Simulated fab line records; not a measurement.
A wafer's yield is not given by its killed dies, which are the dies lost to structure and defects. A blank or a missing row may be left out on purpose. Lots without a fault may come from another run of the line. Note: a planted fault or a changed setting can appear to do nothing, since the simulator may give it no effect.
Split-lot trial || flow rit-cmos || 5 lots, 23 wafers read, on a route of 202 steps

SPLIT DETAILS
At RIT_NWELL_COAT_01 (resist thk 1300 nm), the setting spin-rpm was moved away from the recipe's 2000 rpm on 8 of the 23 wafers read, by -7.3% to +5.0%. The other wafers ran this setting at the recipe's value.

FROM THE SPLIT TO THE READING: what the file shows between them, 3 steps
- RIT_NWELL_SOFTBAKE_02: time 60 s
- RIT_NWELL_EXPOSE_03: exposes mask M2, target cd 43900 nm
- RIT_NWELL_DEVELOP_05: develop time 68 s

THE READING
NOVOLAK_of_NWELL_COAT_01.thk-nm (the simulator's own value, which no gauge read), in nm, at RIT_NWELL_HARDBAKE_07 (time 120 s). There is no usual value for it anywhere in the file. The 15 wafers here that ran the recipe average 1139 nm, standard deviation 1.7 nm.

{"wafer": "L078.1", "tool, chamber at the split": "litho-track-01, 0", "spin-rpm as run, rpm": 2000, "against the recipe": "recipe", "NOVOLAK_of_NWELL_COAT_01.thk-nm, nm": 1135, "against lot-mates on the recipe": "-"}
{"wafer": "L078.2", "tool, chamber at the split": "litho-track-01, 0", "spin-rpm as run, rpm": 2000, "against the recipe": "recipe", "NOVOLAK_of_NWELL_COAT_01.thk-nm, nm": 1141, "against lot-mates on the recipe": "-"}
{"wafer": "L078.5", "tool, chamber at the split": "litho-track-01, 0", "spin-rpm as run, rpm": 2000, "against the recipe": "recipe", "NOVOLAK_of_NWELL_COAT_01.thk-nm, nm": 1139, "against lot-mates on the recipe": "-"}
{"wafer": "L079.1", "tool, chamber at the split": "litho-track-02, 0", "spin-rpm as run, rpm": 2100, "against the recipe": "+5.0%", "NOVOLAK_of_NWELL_COAT_01.thk-nm, nm": 1111, "against lot-mates on the recipe": -29}
{"wafer": "L079.2", "tool, chamber at the split": "litho-track-02, 0", "spin-rpm as run, rpm": 2100, "against the recipe": "+5.0%", "NOVOLAK_of_NWELL_COAT_01.thk-nm, nm": 1109, "against lot-mates on the recipe": -31}
{"wafer": "L079.3", "tool, chamber at the split": "litho-track-02, 0", "spin-rpm as run, rpm": 2000, "against the recipe": "recipe", "NOVOLAK_of_NWELL_COAT_01.thk-nm, nm": 1141, "against lot-mates on the recipe": "-"}
{"wafer": "L079.4", "tool, chamber at the split": "litho-track-02, 0", "spin-rpm as run, rpm": 2100, "against the recipe": "+5.0%", "NOVOLAK_of_NWELL_COAT_01.thk-nm, nm": 1112, "against lot-mates on the recipe": -28}
{"wafer": "L079.5", "tool, chamber at the split": "litho-track-02, 0", "spin-rpm as run, rpm": 2000, "against the recipe": "recipe", "NOVOLAK_of_NWELL_COAT_01.thk-nm, nm": 1139, "against lot-mates on the recipe": "-"}
{"wafer": "L081.1", "tool, chamber at the split": "litho-track-02, 0", "spin-rpm as run, rpm": 2069, "against the recipe": "+3.4%", "NOVOLAK_of_NWELL_COAT_01.thk-nm, nm": 1118, "against lot-mates on the recipe": -21}
{"wafer": "L081.2", "tool, chamber at the split": "litho-track-02, 0", "spin-rpm as run, rpm": 2000, "against the recipe": "recipe", "NOVOLAK_of_NWELL_COAT_01.thk-nm, nm": 1137, "against lot-mates on the recipe": "-"}
{"wafer": "L081.3", "tool, chamber at the split": "litho-track-02, 0", "spin-rpm as run, rpm": 2000, "against the recipe": "recipe", "NOVOLAK_of_NWELL_COAT_01.thk-nm, nm": 1140, "against lot-mates on the recipe": "-"}
{"wafer": "L081.6", "tool, chamber at the split": "litho-track-02, 0", "spin-rpm as run, rpm": 2000, "against the recipe": "recipe", "NOVOLAK_of_NWELL_COAT_01.thk-nm, nm": 1140, "against lot-mates on the recipe": "-"}
{"wafer": "L081.5", "tool, chamber at the split": "litho-track-02, 0", "spin-rpm as run, rpm": 2069, "against the recipe": "+3.4%", "NOVOLAK_of_NWELL_COAT_01.thk-nm, nm": 1119, "against lot-mates on the recipe": -20}
{"wafer": "L082.1", "tool, chamber at the split": "litho-track-01, 0", "spin-rpm as run, rpm": 2000, "against the recipe": "recipe", "NOVOLAK_of_NWELL_COAT_01.thk-nm, nm": 1140, "against lot-mates on the recipe": "-"}
{"wafer": "L082.3", "tool, chamber at the split": "litho-track-01, 0", "spin-rpm as run, rpm": 2000, "against the recipe": "recipe", "NOVOLAK_of_NWELL_COAT_01.thk-nm, nm": 1140, "against lot-mates on the recipe": "-"}
{"wafer": "L082.5", "tool, chamber at the split": "litho-track-01, 0", "spin-rpm as run, rpm": 2000, "against the recipe": "recipe", "NOVOLAK_of_NWELL_COAT_01.thk-nm, nm": 1140, "against lot-mates on the recipe": "-"}
{"wafer": "L082.6", "tool, chamber at the split": "litho-track-01, 0", "spin-rpm as run, rpm": 2000, "against the recipe": "recipe", "NOVOLAK_of_NWELL_COAT_01.thk-nm, nm": 1140, "against lot-mates on the recipe": "-"}
{"wafer": "L082.4", "tool, chamber at the split": "litho-track-01, 0", "spin-rpm as run, rpm": 2000, "against the recipe": "recipe", "NOVOLAK_of_NWELL_COAT_01.thk-nm, nm": 1139, "against lot-mates on the recipe": "-"}
{"wafer": "L085.1", "tool, chamber at the split": "litho-track-02, 0", "spin-rpm as run, rpm": 2000, "against the recipe": "recipe", "NOVOLAK_of_NWELL_COAT_01.thk-nm, nm": 1139, "against lot-mates on the recipe": "-"}
{"wafer": "L085.2", "tool, chamber at the split": "litho-track-02, 0", "spin-rpm as run, rpm": 1854, "against the recipe": "-7.3%", "NOVOLAK_of_NWELL_COAT_01.thk-nm, nm": 1181, "against lot-mates on the recipe": "+44"}
{"wafer": "L085.3", "tool, chamber at the split": "litho-track-02, 0", "spin-rpm as run, rpm": 1854, "against the recipe": "-7.3%", "NOVOLAK_of_NWELL_COAT_01.thk-nm, nm": 1179, "against lot-mates on the recipe": "+42"}
{"wafer": "L085.4", "tool, chamber at the split": "litho-track-02, 0", "spin-rpm as run, rpm": 1854, "against the recipe": "-7.3%", "NOVOLAK_of_NWELL_COAT_01.thk-nm, nm": 1183, "against lot-mates on the recipe": "+46"}
{"wafer": "L085.6", "tool, chamber at the split": "litho-track-02, 0", "spin-rpm as run, rpm": 2000, "against the recipe": "recipe", "NOVOLAK_of_NWELL_COAT_01.thk-nm, nm": 1136, "against lot-mates on the recipe": "-"}

THE FIT
A straight line over all 23 wafers: NOVOLAK_of_NWELL_COAT_01.thk-nm changes by -5.75 nm for each +1% of spin-rpm; r = -1.00; the points scatter about the line by 1.7 nm.
The same after taking each lot's own level away (the mean of its wafers on the recipe; 23 wafers): -5.93 nm for each +1%; r = -1.00; scatter 1.5 nm.
Per that fit: largest spin-rpm move, reading shift of 43 nm.
Measured against the standard deviation above, the lots' own levels, which go from 1137.5 to 1140.0 nm, span 1.5 times it.
The two slopes agree, so the slope changes little with the lot-to-lot level.
Check: for one of the wafers moved furthest among these (-7.3%), held out of the fit, the line's prediction against its lot-mates is +43.3 nm. Against them it came out at +43.5 nm.

OTHER SPLITS APPLIED TO THESE WAFERS
Before the reading, these wafers also passed through other splits. Each is held against what the fit with the lots' levels taken away leaves over:
{"other split on the same wafers": "RIT_ACTIVE_CVD_03 time-s", "wafers away from the commonest value": 10, "r with NOVOLAK_of_NWELL_COAT_01.thk-nm (lot level and that fit taken away)": -0.05}
{"other split on the same wafers": "RIT_ACTIVE_COAT_06 resist-thk-nm", "wafers away from the commonest value": 6, "r with NOVOLAK_of_NWELL_COAT_01.thk-nm (lot level and that fit taken away)": "+0.18"}
{"other split on the same wafers": "RIT_FOX1_OXIDATION_00 ox-time-s", "wafers away from the commonest value": 18, "r with NOVOLAK_of_NWELL_COAT_01.thk-nm (lot level and that fit taken away)": "+0.05"}

THE WHOLE CHAIN: every reading that the file lists as answering this split, in the file's order
{"step": "RIT_NWELL_COAT_01", "what it does": "resist thk 1300 nm", "reading": "NOVOLAK_of_NWELL_COAT_01.thk-nm (the simulator's own value, which no gauge read)", "change (the file's fit)": "-6.89 nm for each +1% of the setting", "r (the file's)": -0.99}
{"step": "RIT_NWELL_HARDBAKE_07", "what it does": "time 120 s", "reading": "NOVOLAK_of_NWELL_COAT_01.thk-nm (the simulator's own value, which no gauge read)", "change (the file's fit)": "-5.94 nm for each +1% of the setting", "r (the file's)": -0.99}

THE FILE'S OWN FIT
NOVOLAK_of_NWELL_COAT_01.thk-nm changes by -5.94 nm for each +1% of spin-rpm, r = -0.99.
